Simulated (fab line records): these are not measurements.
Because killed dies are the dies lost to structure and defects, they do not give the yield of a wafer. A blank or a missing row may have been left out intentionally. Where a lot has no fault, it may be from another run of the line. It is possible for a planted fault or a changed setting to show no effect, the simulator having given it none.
The tool behind it: which one?    flow ritCmos    15 lots with 45 wafers sampled at 3 steps, on a route of 202 steps

== WHAT EACH GAUGE READ, for each wafer ==
RIT_SILICIDE_RS_MEAS_02: a four-point-probe measurement. Usual: SILICIDE_TI_RS gives 47.8 ohm/sq (standard deviation 0.73).
lot   measured     on            SILICIDE_TI_RS (ohm/sq)  flag
L700  day 3 05:13  filmMetro-02  48.7 49.0 48.9           
L701  day 3 07:12  filmMetro-04  47.7 48.2 47.0           
L702  day 3 11:18  filmMetro-02  48.1 48.0 47.6           
L704  day 3 21:27  filmMetro-03  47.5 48.5 136.8          OFF
L705  day 4 05:11  filmMetro-02  46.3 46.8 46.5           
L706  day 4 08:19  filmMetro-04  141.4 47.7 47.8          OFF
L707  day 4 14:29  filmMetro-02  47.7 47.8 47.7           
L708  day 4 17:22  filmMetro-04  47.1 46.8 135.3          OFF
L712  day 5 17:49  filmMetro-02  47.9 48.5 47.7           
L714  day 6 01:34  filmMetro-03  48.5 48.6 48.4           
L716  day 6 11:21  filmMetro-04  47.5 47.9 47.6           
L718  day 6 20:06  filmMetro-04  47.2 47.5 48.2           
L720  day 7 05:09  filmMetro-02  48.1 47.6 48.3           
L721  day 7 12:37  filmMetro-04  47.6 49.2 47.1           
L723  day 7 21:29  filmMetro-04  48.0 49.1 47.9           

RIT_SILICIDE_THK_MEAS_03: measures by xrf. Usual: SILICIDE_TI_THK gives 30.1 nm (standard deviation 0.41).
lot   measured     on            SILICIDE_TI_THK (nm)  flag
L700  day 3 05:19  filmMetro-02  29.7 29.5 29.5        
L701  day 3 07:19  filmMetro-04  30.6 29.9 30.7        
L702  day 3 11:24  filmMetro-02  29.8 30.0 30.2        
L704  day 3 21:34  filmMetro-03  30.3 29.8 13.3        OFF
L705  day 4 05:18  filmMetro-02  30.5 30.5 30.6        
L706  day 4 08:25  filmMetro-04  13.0 30.2 30.2        OFF
L707  day 4 14:36  filmMetro-02  30.0 29.9 30.0        
L708  day 4 17:29  filmMetro-04  30.5 30.7 13.4        OFF
L712  day 5 17:56  filmMetro-02  29.7 29.3 29.8        
L714  day 6 01:40  filmMetro-03  29.6 29.6 29.8        
L716  day 6 11:28  filmMetro-04  30.4 30.2 30.4        
L718  day 6 20:13  filmMetro-04  30.6 30.5 30.0        
L720  day 7 05:16  filmMetro-02  29.8 29.9 29.7        
L721  day 7 12:44  filmMetro-04  30.2 29.5 30.6        
L723  day 7 21:35  filmMetro-04  30.2 29.5 30.2        

== WHAT TOOL EACH LOT RAN ON (gives the tool, then ch and the chambers of the sampled wafers, and finally the start) ==
lot   RIT_SILICIDE_SPUTTER_01
L700  pvdSputter-04, day 3 05:01
L701  pvdSputter-01, day 3 07:03
L702  pvdSputter-01, day 3 11:07
L704  pvdSputter-01, day 3 21:17
L705  pvdSputter-02, day 4 05:02
L706  pvdSputter-01, day 4 08:08
L707  pvdSputter-02, day 4 14:20
L708  pvdSputter-01, day 4 17:13
L712  pvdSputter-04, day 5 17:40
L714  pvdSputter-04, day 6 01:22
L716  pvdSputter-02, day 6 11:11
L718  pvdSputter-02, day 6 19:57
L720  pvdSputter-04, day 7 05:00
L721  pvdSputter-01, day 7 12:27
L723  pvdSputter-01, day 7 21:19
- RIT_SILICIDE_SPUTTER_01: material Ti, target thk 30 nm, time 240 s.

== AS READ BY THE TOOLS THEMSELVES (means over the sampled wafers that have a number; for cases with no such wafer, the mark the record gives instead) ==
RIT_SILICIDE_SPUTTER_01. Usual: throttleValvePct at 30.1 %, with a standard deviation of 0.65.
lot   tool           throttleValvePct (%)  flag
L700  pvdSputter-04  29.8                  
L701  pvdSputter-01  30.0                  
L702  pvdSputter-01  29.7                  
L704  pvdSputter-01  30.0                  
L705  pvdSputter-02  29.5                  
L706  pvdSputter-01  30.5                  
L707  pvdSputter-02  29.7                  
L708  pvdSputter-01  30.5                  
L712  pvdSputter-04  30.1                  
L714  pvdSputter-04  30.1                  
L716  pvdSputter-02  29.1                  
L718  pvdSputter-02  29.5                  
L720  pvdSputter-04  29.7                  
L721  pvdSputter-01  30.5                  
L723  pvdSputter-01  30.1                  

== THE ANSWER, worked out from the rows above alone ==
Rule: a lot counts as off when the mean over its wafers that have a number is more than 3 standard deviations away from the usual mean. Also off: a lot with no number at a reading for which 4 or more lots have one. The other lots that the step has rows for count as sound. Order of review: gauges by route order, followed by the tools' own readings, for which a lot's mean as printed above is used. The first step at which some lot is off is used, and at that step the reading that is off furthest; a lot without a number counts as furthest.
Off: L704, L706, L708, at RIT_SILICIDE_RS_MEAS_02 (SILICIDE_TI_RS).
A tool fits if, at a process step before that reading, it ran every lot that is off, and no sound lot after the first of them. The gauges at RIT_SILICIDE_RS_MEAS_02 are tried like those tools. Of those tried, none fits.

== WHAT THE SIMULATOR HAD PUT IN ==
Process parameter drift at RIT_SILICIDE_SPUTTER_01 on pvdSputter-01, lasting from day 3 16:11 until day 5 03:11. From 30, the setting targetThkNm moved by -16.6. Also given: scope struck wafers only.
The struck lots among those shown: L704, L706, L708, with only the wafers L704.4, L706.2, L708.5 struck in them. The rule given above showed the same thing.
